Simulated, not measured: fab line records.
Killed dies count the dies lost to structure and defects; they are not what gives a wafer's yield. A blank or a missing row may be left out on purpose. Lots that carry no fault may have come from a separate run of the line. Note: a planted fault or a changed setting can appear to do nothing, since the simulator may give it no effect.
Split-lot experiment :: flow berkeleyCmos170 :: route with 331 steps; 5 lots, 23 wafers read

## SPLIT DETAILS
At UCB170_WELLDRIVE_OXIDATION_01 (target thk 199 nm, ox time 9000 s), the setting tempC was moved away from the recipe's 1100 C on 20 of the 23 wafers read, by -2.2% to +2.1%. This setting was run at the recipe's value on the other wafers.

Between the split and the reading, the file records no step.

## THE READING
Values of WELLDRIVE_OXIDE_THK in nm from UCB170_WELLDRIVE_THK_MEAS_02. A value of 200 nm with a standard deviation of 4.3 nm is what fault-free wafers of this fab line usually give.

wafer: L074.1
tool, chamber at the split: -, -
tempC as run, C: 1123
against the recipe: +2.1%
WELLDRIVE_OXIDE_THK, nm: 219
against lot-mates on the recipe: no lot-mate on the recipe

wafer: L074.2
tool, chamber at the split: -, -
tempC as run, C: 1123
against the recipe: +2.1%
WELLDRIVE_OXIDE_THK, nm: 221
against lot-mates on the recipe: no lot-mate on the recipe

wafer: L074.3
tool, chamber at the split: -, -
tempC as run, C: 1123
against the recipe: +2.1%
WELLDRIVE_OXIDE_THK, nm: 222
against lot-mates on the recipe: no lot-mate on the recipe

wafer: L074.4
tool, chamber at the split: -, -
tempC as run, C: 1123
against the recipe: +2.1%
WELLDRIVE_OXIDE_THK, nm: 220
against lot-mates on the recipe: no lot-mate on the recipe

wafer: L074.6
tool, chamber at the split: -, -
tempC as run, C: 1123
against the recipe: +2.1%
WELLDRIVE_OXIDE_THK, nm: 221
against lot-mates on the recipe: no lot-mate on the recipe

wafer: L075.1
tool, chamber at the split: -, -
tempC as run, C: 1076
against the recipe: -2.2%
WELLDRIVE_OXIDE_THK, nm: 165
against lot-mates on the recipe: no lot-mate on the recipe

wafer: L075.2
tool, chamber at the split: -, -
tempC as run, C: 1076
against the recipe: -2.2%
WELLDRIVE_OXIDE_THK, nm: 168
against lot-mates on the recipe: no lot-mate on the recipe

wafer: L075.3
tool, chamber at the split: -, -
tempC as run, C: 1076
against the recipe: -2.2%
WELLDRIVE_OXIDE_THK, nm: 165
against lot-mates on the recipe: no lot-mate on the recipe

wafer: L075.5
tool, chamber at the split: -, -
tempC as run, C: 1076
against the recipe: -2.2%
WELLDRIVE_OXIDE_THK, nm: 166
against lot-mates on the recipe: no lot-mate on the recipe

wafer: L075.6
tool, chamber at the split: -, -
tempC as run, C: 1076
against the recipe: -2.2%
WELLDRIVE_OXIDE_THK, nm: 169
against lot-mates on the recipe: no lot-mate on the recipe

wafer: L076.1
tool, chamber at the split: -, -
tempC as run, C: 1078
against the recipe: -2.0%
WELLDRIVE_OXIDE_THK, nm: 166
against lot-mates on the recipe: no lot-mate on the recipe

wafer: L076.2
tool, chamber at the split: -, -
tempC as run, C: 1078
against the recipe: -2.0%
WELLDRIVE_OXIDE_THK, nm: 167
against lot-mates on the recipe: no lot-mate on the recipe

wafer: L076.3
tool, chamber at the split: -, -
tempC as run, C: 1078
against the recipe: -2.0%
WELLDRIVE_OXIDE_THK, nm: 164
against lot-mates on the recipe: no lot-mate on the recipe

wafer: L076.5
tool, chamber at the split: -, -
tempC as run, C: 1078
against the recipe: -2.0%
WELLDRIVE_OXIDE_THK, nm: 170
against lot-mates on the recipe: no lot-mate on the recipe

wafer: L076.6
tool, chamber at the split: -, -
tempC as run, C: 1078
against the recipe: -2.0%
WELLDRIVE_OXIDE_THK, nm: 166
against lot-mates on the recipe: no lot-mate on the recipe

wafer: L079.1
tool, chamber at the split: -, -
tempC as run, C: 1083
against the recipe: -1.5%
WELLDRIVE_OXIDE_THK, nm: 181
against lot-mates on the recipe: no lot-mate on the recipe

wafer: L079.2
tool, chamber at the split: -, -
tempC as run, C: 1083
against the recipe: -1.5%
WELLDRIVE_OXIDE_THK, nm: 181
against lot-mates on the recipe: no lot-mate on the recipe

wafer: L079.3
tool, chamber at the split: -, -
tempC as run, C: 1083
against the recipe: -1.5%
WELLDRIVE_OXIDE_THK, nm: 182
against lot-mates on the recipe: no lot-mate on the recipe

wafer: L079.5
tool, chamber at the split: -, -
tempC as run, C: 1083
against the recipe: -1.5%
WELLDRIVE_OXIDE_THK, nm: 180
against lot-mates on the recipe: no lot-mate on the recipe

wafer: L079.6
tool, chamber at the split: -, -
tempC as run, C: 1083
against the recipe: -1.5%
WELLDRIVE_OXIDE_THK, nm: 182
against lot-mates on the recipe: no lot-mate on the recipe

wafer: L084.2
tool, chamber at the split: furnace-02, 0
tempC as run, C: 1100
against the recipe: recipe
WELLDRIVE_OXIDE_THK, nm: 197
against lot-mates on the recipe: -

wafer: L084.3
tool, chamber at the split: furnace-02, 0
tempC as run, C: 1100
against the recipe: recipe
WELLDRIVE_OXIDE_THK, nm: 200
against lot-mates on the recipe: -

wafer: L084.5
tool, chamber at the split: furnace-02, 0
tempC as run, C: 1100
against the recipe: recipe
WELLDRIVE_OXIDE_THK, nm: 200
against lot-mates on the recipe: -

FIT RESULTS
A straight line over all 23 wafers: WELLDRIVE_OXIDE_THK changes by +12.6 nm for each +1% of tempC; r = +0.99; the points scatter about the line by 3.8 nm.
Too few moved wafers with a lot-mate on the recipe to fit a line net of each lot's own level.

## THE WHOLE CHAIN: every reading that the file lists as answering this split, in the file's order
step: UCB170_WELLDRIVE_OXIDATION_01
what it does: target thk 199 nm, ox time 9000 s
reading: SiO2_of_WELLDRIVE_OXIDATION_01.thkNm (the simulator's own value, which no gauge read)
change (the file's fit): +12.6 nm for each +1% of the setting
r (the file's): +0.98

step: UCB170_WELLDRIVE_THK_MEAS_02
what it does: 
reading: WELLDRIVE_OXIDE_THK
change (the file's fit): +12.7 for each +1% of the setting
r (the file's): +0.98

## FILE'S OWN FIT
WELLDRIVE_OXIDE_THK changes by +12.7 nm for each +1% of tempC, r = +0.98.
